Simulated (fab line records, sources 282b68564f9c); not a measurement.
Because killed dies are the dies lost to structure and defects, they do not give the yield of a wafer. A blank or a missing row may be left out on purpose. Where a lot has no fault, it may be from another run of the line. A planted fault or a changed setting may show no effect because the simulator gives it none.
Which tool is to blame? -- flow rit-cmos -- 14 lots, 42 wafers sampled, at 3 steps of a route of 202

## WHAT THE GAUGES SHOWED, per wafer
RIT_FOX2_THK_MEAS_90. Usual: for FIELD_OXIDE_LEFT_1_THK the level is 320 nm and the standard deviation is 6.5.
lot,measured,on,FIELD_OXIDE_LEFT_1_THK (nm),flag
L188,day 2 05:21,film-metro-03,319 319 315,
L189,day 2 09:05,film-metro-01,333 327 327,
L190,day 2 09:10,film-metro-02,329 329 326,
L191,day 2 17:26,film-metro-01,334 334 336,
L192,day 2 21:14,film-metro-01,324 326 324,
L194,day 3 02:50,film-metro-01,317 311 320,
L197,day 3 23:41,film-metro-03,322 323 322,
L198,day 4 02:14,film-metro-02,307 309 312,
L200,day 4 08:31,film-metro-01,323 330 331,
L202,day 4 20:04,film-metro-03,324 325 318,
L204,day 5 05:49,film-metro-03,320 311 312,
L206,day 5 14:41,film-metro-01,314 318 317,
L208,day 6 01:04,film-metro-02,326 325 320,
L210,day 6 12:10,film-metro-02,317 315 319,

RIT_PRETRO_OVL_MEAS_06. Usual: for PRETRO_OVL the level is -0.5 nm and the standard deviation is 1.2.
lot,measured,on,PRETRO_OVL (nm),flag
L188,day 2 18:12,overlay-02,-0.9 -0.8 -0.1,
L189,day 2 22:22,overlay-01,-0.5 0.9 0.4,
L190,day 2 22:37,overlay-01,-0.1 0.5 0.7,
L191,day 3 04:45,overlay-02,-0.3 -2.4 -1.3,
L192,day 3 09:07,overlay-01,-0.2 1.6 0.0,
L194,day 3 15:38,overlay-02,-1.4 -1.8 -1.3,
L197,day 4 12:36,overlay-02,-0.2 -0.6 -0.5,
L198,day 4 13:55,overlay-01,-1.8 -0.7 -0.7,
L200,day 4 20:30,overlay-02,-0.7 -2.4 -1.0,
L202,day 5 08:50,overlay-02,-3.5 -2.5 -3.4,
L204,day 5 18:04,overlay-02,-3.3 -1.4 -2.3,
L206,day 6 03:54,overlay-02,0.1 0.4 -1.1,
L208,day 6 14:10,overlay-02,-2.3 -1.2 -1.8,
L210,day 7 00:30,overlay-02,0.3 0.2 1.5,

## TOOL THAT RAN EACH LOT (tool first, then ch and the chambers of the sampled wafers, then the start)
lot,RIT_ACTIVE_COAT_06
L188,"litho-track-03 ch 0, day 1 14:07"
L189,"litho-track-04 ch 0, day 1 21:25"
L190,"litho-track-01 ch 0, day 2 01:42"
L191,"litho-track-01 ch 0, day 2 08:35"
L192,"litho-track-01 ch 0, day 2 11:52"
L194,"litho-track-04 ch 0, day 2 20:46"
L197,"litho-track-01 ch 0, day 3 13:10"
L198,"litho-track-01 ch 0, day 3 16:38"
L200,"litho-track-01 ch 0, day 4 02:55"
L202,"litho-track-04 ch 0, day 4 12:50"
L204,"litho-track-04 ch 0, day 4 21:44"
L206,"litho-track-04 ch 0, day 5 07:49"
L208,"litho-track-04 ch 0, day 5 18:19"
L210,"litho-track-03 ch 0, day 6 03:44"
- RIT_ACTIVE_COAT_06: resist thk 1000 nm.

## WHAT THE TOOLS THEMSELVES READ (means of the sampled wafers that have a number; where no wafer has one, the mark that the record gives instead)
RIT_ACTIVE_COAT_06. Usual: exhaust-pa 45.3 Pa, standard deviation 1; resist-line-temp-C 23.00 C, standard deviation 0.1; spin-speed-rpm 3250.3 rpm, standard deviation 2.5.
lot,tool,exhaust-pa (Pa),resist-line-temp-C (C),spin-speed-rpm (rpm),flag
L188,litho-track-03,44.6,22.93,3250.2,
L189,litho-track-04,43.2,22.93,3248.3,
L190,litho-track-01,44.9,22.92,3249.1,
L191,litho-track-01,44.7,23.02,3249.4,
L192,litho-track-01,45.2,22.99,3249.7,
L194,litho-track-04,44.8,22.90,3248.8,
L197,litho-track-01,43.9,23.07,3148.3,OFF
L198,litho-track-01,46.7,23.05,3147.9,OFF
L200,litho-track-01,45.4,23.03,3148.1,OFF
L202,litho-track-04,45.1,22.96,3249.6,
L204,litho-track-04,47.4,22.98,3252.3,
L206,litho-track-04,46.4,22.91,3251.9,
L208,litho-track-04,43.9,22.94,3252.3,
L210,litho-track-03,46.1,22.90,3249.6,

## THE ANSWER, worked out from the rows above alone
Rule: a lot is off if the mean of its wafers that have a number lies more than 3 standard deviations from the usual mean. Also off: a lot with no number at a reading for which 4 or more lots have one. Where the step has rows for the other lots, those lots are counted as sound. After the gauges, taken in route order, come the tools' own readings; for these a lot's mean is taken, as printed above. The first step at which some lot is off is used, and at that step the reading that is off furthest; a lot without a number counts as furthest.
Off: L197, L198, L200 (RIT_ACTIVE_COAT_06, spin-speed-rpm).
If a tool, at that step or one of the process steps before it, ran each lot that is off and ran no sound lot following the first of them, it fits. One fits: RIT_ACTIVE_COAT_06 on litho-track-01. A fault onset in the window from L192 (day 2 11:52, its last sound lot) to L197 (day 3 13:10, its first lot off) fits.
The tool's own readings at RIT_ACTIVE_COAT_06 bear it out: on the lots that are off they differ by more than 5 times the standard deviation of the sound lots' means. spin-speed-rpm reads 3148.1 rpm there against 3250.1 rpm on the sound lots.

## WHAT HAD BEEN PUT IN BY THE SIMULATOR
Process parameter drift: litho-track-01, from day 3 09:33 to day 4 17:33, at RIT_ACTIVE_COAT_06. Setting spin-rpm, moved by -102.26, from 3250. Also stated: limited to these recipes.
Struck lots among those shown: L197, L198, L200. Same finding as the rule above.
